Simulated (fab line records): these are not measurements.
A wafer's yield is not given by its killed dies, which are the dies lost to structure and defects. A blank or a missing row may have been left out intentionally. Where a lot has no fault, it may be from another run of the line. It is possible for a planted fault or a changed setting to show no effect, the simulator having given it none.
Which tool was responsible? :: flow berkeley cmos170 :: 14 lots with 42 wafers sampled at 7 steps, on a route of 331 steps

WHAT EACH GAUGE READ, for each wafer
UCB170_NWELL_THK_MEAS_02.
lot: L901
measured: day 2 03:33
on: film metro-04
NWELL_OXIDE_THK (nm): 25.7 25.8 25.8

lot: L902
measured: day 2 08:17
on: film metro-03
NWELL_OXIDE_THK (nm): 25.8 26.3 25.6

lot: L903
measured: day 2 16:39
on: film metro-01
NWELL_OXIDE_THK (nm): 26.5 26.2 26.5

lot: L904
measured: day 2 16:40
on: film metro-03
NWELL_OXIDE_THK (nm): 26.5 26.7 27.3

lot: L905
measured: day 3 00:00
on: film metro-01
NWELL_OXIDE_THK (nm): 25.8 25.6 25.9

lot: L906
measured: day 3 05:37
on: film metro-01
NWELL_OXIDE_THK (nm): 26.3 26.2 25.9

lot: L909
measured: day 3 20:38
on: film metro-03
NWELL_OXIDE_THK (nm): 25.6 26.2 25.8

lot: L915
measured: day 5 00:44
on: film metro-03
NWELL_OXIDE_THK (nm): 26.5 26.5 26.8

lot: L914
measured: day 5 00:45
on: film metro-04
NWELL_OXIDE_THK (nm): 25.9 25.9 26.2

lot: L916
measured: day 5 07:12
on: film metro-01
NWELL_OXIDE_THK (nm): 26.4 26.2 25.8

lot: L918
measured: day 5 20:08
on: film metro-03
NWELL_OXIDE_THK (nm): 26.6 26.9 26.9

lot: L919
measured: day 5 21:29
on: film metro-01
NWELL_OXIDE_THK (nm): 26.8 26.7 26.5

lot: L920
measured: day 6 02:56
on: film metro-03
NWELL_OXIDE_THK (nm): 26.8 26.5 26.3

lot: L921
measured: day 6 08:58
on: film metro-01
NWELL_OXIDE_THK (nm): 26.5 26.8 26.0

UCB170_ACTIVE_CD_MEAS_90: target cd 1200 nm.
lot: L901
measured: day 4 10:52
on: cd sem-02
cd nm (nm): 1201.3 1201.1 1203.0

lot: L902
measured: day 4 10:50
on: cd sem-01
cd nm (nm): 1201.0 1200.9 1201.7

lot: L903
measured: day 4 20:19
on: cd sem-01
cd nm (nm): 1200.7 1200.9 1198.4

lot: L904
measured: day 4 20:08
on: cd sem-02
cd nm (nm): 1201.6 1200.7 1202.2

lot: L905
measured: day 5 05:35
on: cd sem-01
cd nm (nm): 1200.4 1200.5 1200.8

lot: L906
measured: day 5 05:20
on: cd sem-02
cd nm (nm): 1202.3 1202.0 1200.5

lot: L909
measured: day 6 07:23
on: cd sem-02
cd nm (nm): 1197.8 1199.8 1199.8

lot: L915
measured: day 7 18:23
on: cd sem-01
cd nm (nm): 1198.3 1199.1 1199.4

lot: L914
measured: day 7 18:41
on: cd sem-01
cd nm (nm): 1199.8 1200.1 1201.1

lot: L916
measured: day 7 18:49
on: cd sem-02
cd nm (nm): 1199.4 1199.7 1199.4

lot: L918
measured: day 8 14:04
on: cd sem-01
cd nm (nm): 1200.3 1200.7 1200.3

lot: L919
measured: day 8 14:01
on: cd sem-02
cd nm (nm): 1200.6 1200.8 1199.9

lot: L920
measured: day 8 13:47
on: cd sem-02
cd nm (nm): 1199.8 1199.7 1198.4

lot: L921
measured: day 8 13:50
on: cd sem-01
cd nm (nm): 1200.9 1202.4 1201.4

UCB170_FIELD_THK_MEAS_02.
lot: L901
measured: day 4 17:19
on: film metro-04
FIELD_OXIDE_THK (nm): 557 552 557

lot: L902
measured: day 4 17:19
on: film metro-02
FIELD_OXIDE_THK (nm): 545 556 542

lot: L903
measured: day 5 07:31
on: film metro-04
FIELD_OXIDE_THK (nm): 553 554 545

lot: L904
measured: day 5 07:31
on: film metro-01
FIELD_OXIDE_THK (nm): 560 553 560

lot: L905
measured: day 5 14:26
on: film metro-04
FIELD_OXIDE_THK (nm): 630 635 639

lot: L906
measured: day 5 14:27
on: film metro-01
FIELD_OXIDE_THK (nm): 631 636 631

lot: L909
measured: day 6 15:48
on: film metro-01
FIELD_OXIDE_THK (nm): 560 550 562

lot: L915
measured: day 8 02:56
on: film metro-04
FIELD_OXIDE_THK (nm): 533 540 533

lot: L914
measured: day 8 02:56
on: film metro-01
FIELD_OXIDE_THK (nm): 549 546 551

lot: L916
measured: day 8 02:56
on: film metro-02
FIELD_OXIDE_THK (nm): 556 558 561

lot: L918
measured: day 8 21:26
on: film metro-02
FIELD_OXIDE_THK (nm): 560 561 563

lot: L919
measured: day 8 21:22
on: film metro-02
FIELD_OXIDE_THK (nm): 561 550 553

lot: L920
measured: day 8 21:22
on: film metro-01
FIELD_OXIDE_THK (nm): 561 555 568

lot: L921
measured: day 8 21:22
on: film metro-04
FIELD_OXIDE_THK (nm): 541 558 553

UCB170_FIELD_THK_MEAS_90.
lot: L901
measured: day 4 23:46
on: film metro-02
FIELD_OXIDE_LEFT_1_THK (nm): 443 438 443

lot: L902
measured: day 4 23:46
on: film metro-04
FIELD_OXIDE_LEFT_1_THK (nm): 428 439 424

lot: L903
measured: day 5 15:22
on: film metro-04
FIELD_OXIDE_LEFT_1_THK (nm): 437 439 429

lot: L904
measured: day 5 15:23
on: film metro-01
FIELD_OXIDE_LEFT_1_THK (nm): 444 436 444

lot: L905
measured: day 5 20:58
on: film metro-01
FIELD_OXIDE_LEFT_1_THK (nm): 514 520 524

lot: L906
measured: day 5 20:58
on: film metro-04
FIELD_OXIDE_LEFT_1_THK (nm): 516 522 517

lot: L909
measured: day 7 00:11
on: film metro-04
FIELD_OXIDE_LEFT_1_THK (nm): 443 434 446

lot: L915
measured: day 8 09:23
on: film metro-01
FIELD_OXIDE_LEFT_1_THK (nm): 416 424 416

lot: L914
measured: day 8 09:23
on: film metro-02
FIELD_OXIDE_LEFT_1_THK (nm): 434 431 436

lot: L916
measured: day 8 09:23
on: film metro-04
FIELD_OXIDE_LEFT_1_THK (nm): 441 443 447

lot: L918
measured: day 9 03:36
on: film metro-04
FIELD_OXIDE_LEFT_1_THK (nm): 446 447 448

lot: L919
measured: day 9 03:35
on: film metro-01
FIELD_OXIDE_LEFT_1_THK (nm): 446 435 438

lot: L920
measured: day 9 03:39
on: film metro-01
FIELD_OXIDE_LEFT_1_THK (nm): 445 439 451

lot: L921
measured: day 9 03:36
on: film metro-02
FIELD_OXIDE_LEFT_1_THK (nm): 426 442 437

UCB170_FIELD_THK_MEAS_91.
lot: L901
measured: day 5 21:32
on: film metro-04
FIELD_OXIDE_LEFT_2_THK (nm): 354 349 354

lot: L902
measured: day 5 21:21
on: film metro-04
FIELD_OXIDE_LEFT_2_THK (nm): 338 350 335

lot: L903
measured: day 6 06:40
on: film metro-01
FIELD_OXIDE_LEFT_2_THK (nm): 348 350 340

lot: L904
measured: day 6 07:13
on: film metro-04
FIELD_OXIDE_LEFT_2_THK (nm): 357 349 357

lot: L905
measured: day 6 16:29
on: film metro-04
FIELD_OXIDE_LEFT_2_THK (nm): 426 432 436

lot: L906
measured: day 6 16:16
on: film metro-04
FIELD_OXIDE_LEFT_2_THK (nm): 429 433 429

lot: L909
measured: day 7 21:08
on: film metro-01
FIELD_OXIDE_LEFT_2_THK (nm): 357 346 358

lot: L915
measured: day 9 01:43
on: film metro-02
FIELD_OXIDE_LEFT_2_THK (nm): 328 336 328

lot: L914
measured: day 9 01:40
on: film metro-04
FIELD_OXIDE_LEFT_2_THK (nm): 345 343 347

lot: L916
measured: day 9 01:44
on: film metro-04
FIELD_OXIDE_LEFT_2_THK (nm): 353 354 358

lot: L918
measured: day 9 18:56
on: film metro-02
FIELD_OXIDE_LEFT_2_THK (nm): 359 360 362

lot: L919
measured: day 9 18:49
on: film metro-02
FIELD_OXIDE_LEFT_2_THK (nm): 358 347 350

lot: L920
measured: day 9 18:12
on: film metro-02
FIELD_OXIDE_LEFT_2_THK (nm): 356 350 363

lot: L921
measured: day 9 19:13
on: film metro-04
FIELD_OXIDE_LEFT_2_THK (nm): 337 353 349

WHICH TOOL RAN EACH LOT (tool, then ch and the chambers of the sampled wafers, then the start)
lot: L901
UCB170_PWELL_STRIP_16: plasma asher-03 ch 0,1, day 3 06:05
UCB170_FIELD_OXIDATION_01: furnace-02 ch 0, day 4 14:19

lot: L902
UCB170_PWELL_STRIP_16: plasma asher-02 ch 0,1, day 3 06:22
UCB170_FIELD_OXIDATION_01: furnace-02 ch 0, day 4 14:19

lot: L903
UCB170_PWELL_STRIP_16: plasma asher-04 ch 0,1, day 3 16:47
UCB170_FIELD_OXIDATION_01: furnace-04 ch 0, day 5 04:30

lot: L904
UCB170_PWELL_STRIP_16: plasma asher-02 ch 0,1, day 3 16:41
UCB170_FIELD_OXIDATION_01: furnace-04 ch 0, day 5 04:30

lot: L905
UCB170_PWELL_STRIP_16: plasma asher-04 ch 0,1, day 4 03:01
UCB170_FIELD_OXIDATION_01: furnace-04 ch 0, day 5 11:26

lot: L906
UCB170_PWELL_STRIP_16: plasma asher-02 ch 0,1, day 4 03:18
UCB170_FIELD_OXIDATION_01: furnace-04 ch 0, day 5 11:26

lot: L909
UCB170_PWELL_STRIP_16: plasma asher-02 ch 0,1, day 4 21:41
UCB170_FIELD_OXIDATION_01: furnace-02 ch 0, day 6 12:47

lot: L915
UCB170_PWELL_STRIP_16: plasma asher-04 ch 0,1, day 6 06:47
UCB170_FIELD_OXIDATION_01: furnace-03 ch 0, day 7 23:56

lot: L914
UCB170_PWELL_STRIP_16: plasma asher-03 ch 0,1, day 6 07:04
UCB170_FIELD_OXIDATION_01: furnace-03 ch 0, day 7 23:56

lot: L916
UCB170_PWELL_STRIP_16: plasma asher-03 ch 0,1, day 6 06:49
UCB170_FIELD_OXIDATION_01: furnace-03 ch 0, day 7 23:56

lot: L918
UCB170_PWELL_STRIP_16: plasma asher-02 ch 0,1, day 7 05:08
UCB170_FIELD_OXIDATION_01: furnace-04 ch 0, day 8 18:22

lot: L919
UCB170_PWELL_STRIP_16: plasma asher-02 ch 1, day 7 04:40
UCB170_FIELD_OXIDATION_01: furnace-04 ch 0, day 8 18:22

lot: L920
UCB170_PWELL_STRIP_16: plasma asher-03 ch 0,1, day 7 04:56
UCB170_FIELD_OXIDATION_01: furnace-04 ch 0, day 8 18:22

lot: L921
UCB170_PWELL_STRIP_16: plasma asher-04 ch 0,1, day 7 11:44
UCB170_FIELD_OXIDATION_01: furnace-04 ch 0, day 8 18:22
- UCB170_PWELL_STRIP_16: strips in O2.
- UCB170_FIELD_OXIDATION_01: target thk 558.3 nm, ox time 7200 s.

WHAT THE TOOLS THEMSELVES READ (means of the sampled wafers that have a number; where no wafer has one, the mark that the record gives instead)
UCB170_PWELL_STRIP_16.
lot: L901
tool: plasma asher-03
drypump motor current A (A): 6.0
oes product au (a.u.): 0.721
strip time to endpoint s (s): 18.14

lot: L902
tool: plasma asher-02
drypump motor current A (A): 5.6
oes product au (a.u.): 0.720
strip time to endpoint s (s): 18.13

lot: L903
tool: plasma asher-04
drypump motor current A (A): 5.6
oes product au (a.u.): 0.716
strip time to endpoint s (s): 18.21

lot: L904
tool: plasma asher-02
drypump motor current A (A): 5.4
oes product au (a.u.): 0.720
strip time to endpoint s (s): 18.07

lot: L905
tool: plasma asher-04
drypump motor current A (A): 5.5
oes product au (a.u.): 0.720
strip time to endpoint s (s): 18.06

lot: L906
tool: plasma asher-02
drypump motor current A (A): 5.6
oes product au (a.u.): 0.719
strip time to endpoint s (s): 18.15

lot: L909
tool: plasma asher-02
drypump motor current A (A): 5.4
oes product au (a.u.): 0.724
strip time to endpoint s (s): 18.11

lot: L915
tool: plasma asher-04
drypump motor current A (A): 5.5
oes product au (a.u.): 0.721
strip time to endpoint s (s): 17.98

lot: L914
tool: plasma asher-03
drypump motor current A (A): 6.1
oes product au (a.u.): 0.720
strip time to endpoint s (s): 18.23

lot: L916
tool: plasma asher-03
drypump motor current A (A): 5.9
oes product au (a.u.): 0.721
strip time to endpoint s (s): 18.20

lot: L918
tool: plasma asher-02
drypump motor current A (A): 5.6
oes product au (a.u.): 0.722
strip time to endpoint s (s): 18.15

lot: L919
tool: plasma asher-02
drypump motor current A (A): 5.8
oes product au (a.u.): 0.725
strip time to endpoint s (s): 18.12

lot: L920
tool: plasma asher-03
drypump motor current A (A): 6.1
oes product au (a.u.): 0.721
strip time to endpoint s (s): 18.08

lot: L921
tool: plasma asher-04
drypump motor current A (A): 5.6
oes product au (a.u.): 0.722
strip time to endpoint s (s): 18.15

UCB170_FIELD_OXIDATION_01.
lot: L901
tool: furnace-02
spike tc centre C (C): 1000.4
spike tc load C (C): 1024.6
spike tc source C (C): 1020.4
tube center temp C (C): 1000
tube_center_temp_C_max: 1002.7

lot: L902
tool: furnace-02
spike tc centre C (C): 1000.1
spike tc load C (C): 1024.0
spike tc source C (C): 1020.9
tube center temp C (C): 1000
tube_center_temp_C_max: 1002.8

lot: L903
tool: furnace-04
spike tc centre C (C): 1000.8
spike tc load C (C): 1020.3
spike tc source C (C): 1023.0
tube center temp C (C): 1000
tube_center_temp_C_max: 1002.3

lot: L904
tool: furnace-04
spike tc centre C (C): 1002.4
spike tc load C (C): 1019.9
spike tc source C (C): 1023.4
tube center temp C (C): 1000
tube_center_temp_C_max: 1002.6

lot: L905
tool: furnace-04
spike tc centre C (C): 1021.5
spike tc load C (C): 1039.4
spike tc source C (C): 1043.4
tube center temp C (C): 1020
tube_center_temp_C_max: 1022.9

lot: L906
tool: furnace-04
spike tc centre C (C): 1020.8
spike tc load C (C): 1040.3
spike tc source C (C): 1044.3
tube center temp C (C): 1020
tube_center_temp_C_max: 1022.4

lot: L909
tool: furnace-02
spike tc centre C (C): 1000.6
spike tc load C (C): 1024.1
spike tc source C (C): 1021.3
tube center temp C (C): 1000
tube_center_temp_C_max: 1002.6

lot: L915
tool: furnace-03
spike tc centre C (C): 1002.1
spike tc load C (C): 1025.1
spike tc source C (C): 1022.3
tube center temp C (C): 1000
tube_center_temp_C_max: 1002.2

lot: L914
tool: furnace-03
spike tc centre C (C): 1003.3
spike tc load C (C): 1026.7
spike tc source C (C): 1022.8
tube center temp C (C): 1000
tube_center_temp_C_max: 1002.4

lot: L916
tool: furnace-03
spike tc centre C (C): 1002.8
spike tc load C (C): 1026.7
spike tc source C (C): 1021.7
tube center temp C (C): 1000
tube_center_temp_C_max: 1002.3

lot: L918
tool: furnace-04
spike tc centre C (C): 1001.5
spike tc load C (C): 1019.5
spike tc source C (C): 1023.5
tube center temp C (C): 1000
tube_center_temp_C_max: 1002.2

lot: L919
tool: furnace-04
spike tc centre C (C): 1001.1
spike tc load C (C): 1019.2
spike tc source C (C): 1023.7
tube center temp C (C): 1000
tube_center_temp_C_max: 1002.7

lot: L920
tool: furnace-04
spike tc centre C (C): 1001.5
spike tc load C (C): 1021.0
spike tc source C (C): 1022.8
tube center temp C (C): 1000
tube_center_temp_C_max: 1002.5

lot: L921
tool: furnace-04
spike tc centre C (C): 1001.5
spike tc load C (C): 1019.6
spike tc source C (C): 1022.9
tube center temp C (C): 1000
tube_center_temp_C_max: 1002.5

THE ANSWER, worked out from the rows above alone
Rule: usual is defined by the lots themselves. The widest of any qualifying gaps counts: lots, ordered by their means at a reading, are off when they make up no more than a third of the lots, leave a main group of 4 or more, and stand apart from it by 3 or more times the standard deviation of that group's means. The tables above print the reading to a certain number of digits; a main group whose means all agree to those digits is not used. Also off: a lot with no number at a reading for which 4 or more lots have one. The other lots that the step has rows for count as sound. Order of review: gauges by route order, followed by the tools' own readings, for which a lot's mean as printed above is used. The first step at which some lot is off is used, and at that step the reading that is off furthest; a lot without a number counts as furthest.
Off: L905, L906, at UCB170_FIELD_THK_MEAS_02 (FIELD_OXIDE_THK). Main group: mean 553 nm, sd 7.
If a tool, at a process step before that reading, ran all the lots that are off and no sound lot after the first of them, it fits. Not tried: the gauges at UCB170_FIELD_THK_MEAS_02; whatever is off there is also off at UCB170_FIELD_OXIDATION_01, on other tools, and gauge error can't account for it. No candidate that was tried fits.

WHAT THE SIMULATOR HAD INSERTED
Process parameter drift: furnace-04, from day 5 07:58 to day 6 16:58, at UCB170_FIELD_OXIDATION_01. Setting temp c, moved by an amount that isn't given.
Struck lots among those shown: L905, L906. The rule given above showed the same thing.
